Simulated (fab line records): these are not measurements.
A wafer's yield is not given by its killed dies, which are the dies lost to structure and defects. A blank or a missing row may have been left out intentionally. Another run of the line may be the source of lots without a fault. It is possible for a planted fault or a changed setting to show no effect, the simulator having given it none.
8D (eight disciplines) problem report, filled in by code || flow rit_cmos || the parts of the form that need people (team, actions taken, sign-off) are left out

## 1. THE ISSUE
At RIT_M1_SOFTBAKE_05, run_length_s averages 97.61 s over 6 wafers from 2 lots, while fault-free wafers read 89.25 s, standard deviation 0.17. That puts it +49 standard deviations away from the usual mean.
The step: time 60 s.
Seen first at day 5 22:27 on litho_track-03, wafer L495.2. At this step, 42 wafers from 14 lots have a number in the record. Rule for "out" (also "out of limits"): further than 4 standard deviations from the usual mean. The other wafers with a number count as sound.

## 2. WHAT IT IS, AND WHAT IT ISN'T
{"question": "which readings at this step", "is": "run_length_s", "is not": "plate_temp_C"}
{"question": "which lots", "is": "L495, L496", "is not": "L482, L483, L484, L485, L486, L489, L498, L500, L501, L502, L503, L505"}
{"question": "which wafers of those lots", "is": "all that have a number", "is not": "-"}
{"question": "read on which tools", "is": "litho_track-03", "is not": "litho_track-01, litho_track-02"}
{"question": "when", "is": "from day 5 22:27", "is not": "up to then (18 sound wafers); but 18 sound wafers of L498, L500, L501, L502, L503, L505 came after"}

## 3. THE SUSPECTS, EACH WITH WHAT RULES IT OUT
Counting: a tool stays on the suspect list if, at a process step up to the reading, it processed all lots that are out and no sound lot following the first of them.
- litho_track-03 at RIT_M1_SOFTBAKE_05 (time 60 s): kept. It ran every lot that is out, first L495 (day 5 22:27), and no sound lot after that; its last sound lot up to then is L486 (day 4 02:25). Its own run_length_s readings are out on those wafers.
After counting, what remains is litho_track-03 at RIT_M1_SOFTBAKE_05.

## 4. THE CAUSE (what the simulator had put in)
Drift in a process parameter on litho_track-03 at RIT_M1_SOFTBAKE_05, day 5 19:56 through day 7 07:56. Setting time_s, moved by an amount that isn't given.
This tool alone remained once counting was done.

## 5. THE EFFECT CHAIN, in route order
Rows list readings where the struck wafers' mean (over those with a number) sits beyond 3 standard deviations from the usual. Only readings whose record carries a usual standard deviation are examined. hours: median over the lots of the time between each lot's start at the first step of this table that gives one and its start at this step. sigmas: the change, counted in usual standard deviations.
{"hours": 0, "step": "RIT_M1_SOFTBAKE_05", "reading": "run_length_s", "usual": "89.25 s", "on struck wafers": 97.61, "change": "+8.36", "sigmas": "+49"}
The process steps in it:
- RIT_M1_SOFTBAKE_05: time 60 s.

## 6. WHAT WOULD HAVE CAUGHT IT SOONER
First out-of-limits reading in this record: day 5 22:27, which is 3 hours after fault onset at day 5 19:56.
